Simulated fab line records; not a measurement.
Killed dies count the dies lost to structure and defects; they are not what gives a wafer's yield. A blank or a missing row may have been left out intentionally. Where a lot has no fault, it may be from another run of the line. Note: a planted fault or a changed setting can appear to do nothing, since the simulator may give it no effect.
Which tool did it? + flow berkeley_cmos170 + 7 lots with 21 wafers sampled at 3 steps, on a route of 331 steps

WHAT EACH GAUGE READ, for each wafer
UCB170_V1_CD_MEAS_90 targets a cd of 700 nm.
| lot  | measured     | on        | cd_nm (nm)        |
|------|--------------|-----------|-------------------|
| L957 | day 7 16:34  | cd_sem-02 | 701.6 700.5 702.3 |
| L960 | day 8 06:04  | cd_sem-01 | 698.3 699.4 699.6 |
| L964 | day 9 00:11  | cd_sem-02 | 698.1 703.2 702.5 |
| L971 | day 10 06:29 | cd_sem-01 | 698.3 700.8 698.3 |
| L975 | day 11 04:44 | cd_sem-01 | 699.5 699.6 701.5 |
| L979 | day 11 21:29 | cd_sem-01 | 699.3 699.0 697.9 |
| L980 | day 12 02:07 | cd_sem-01 | 701.3 700.5 699.2 |

EACH LOT AND THE TOOL THAT RAN IT (in order: tool; ch and the chambers of the sampled wafers; start)
| lot  | UCB170_M1_STRIP_13                   | UCB170_V1_CVD_00                |
|------|--------------------------------------|---------------------------------|
| L957 | plasma_asher-02 ch 0,1, day 7 09:38  | pecvd-03 ch 0,1,2, day 7 12:50  |
| L960 | plasma_asher-02 ch 0,1, day 7 22:01  | pecvd-03 ch 0,1,2, day 8 03:35  |
| L964 | plasma_asher-03 ch 0,1, day 8 15:35  | pecvd-03 ch 0,1,2, day 8 21:52  |
| L971 | plasma_asher-01 ch 0,1, day 9 22:13  | pecvd-02 ch 0,1, day 10 03:59   |
| L975 | plasma_asher-02 ch 0,1, day 10 20:57 | pecvd-04 ch 0,1,2, day 11 00:11 |
| L979 | plasma_asher-01 ch 0,1, day 11 14:56 | pecvd-03 ch 0,1,2, day 11 19:13 |
| L980 | plasma_asher-03 ch 0,1, day 11 18:17 | pecvd-04 ch 0,1,2, day 11 23:28 |
- UCB170_M1_STRIP_13: strips in O2.
- UCB170_V1_CVD_00: deposits SiO2 from TEOS/O2, target thk 2000 nm, time 250 s.

THE ANSWER, worked out from the rows above alone
Rule: the lots themselves supply what counts as usual. The widest of any qualifying gaps counts: lots, ordered by their means at a reading, are off when they make up no more than a third of the lots, leave a main group of 4 or more, and stand apart from it by 3 or more times the standard deviation of that group's means. If all means in a main group match to the digits the tables above print for the reading, that group is not used. A lot without any number at a reading at which 4 lots or more have one is off too. Any other lot the step has rows for is counted as sound.
No lot is off on any of the readings shown, so nothing can be concluded from this.

WHAT THE SIMULATOR PUT IN
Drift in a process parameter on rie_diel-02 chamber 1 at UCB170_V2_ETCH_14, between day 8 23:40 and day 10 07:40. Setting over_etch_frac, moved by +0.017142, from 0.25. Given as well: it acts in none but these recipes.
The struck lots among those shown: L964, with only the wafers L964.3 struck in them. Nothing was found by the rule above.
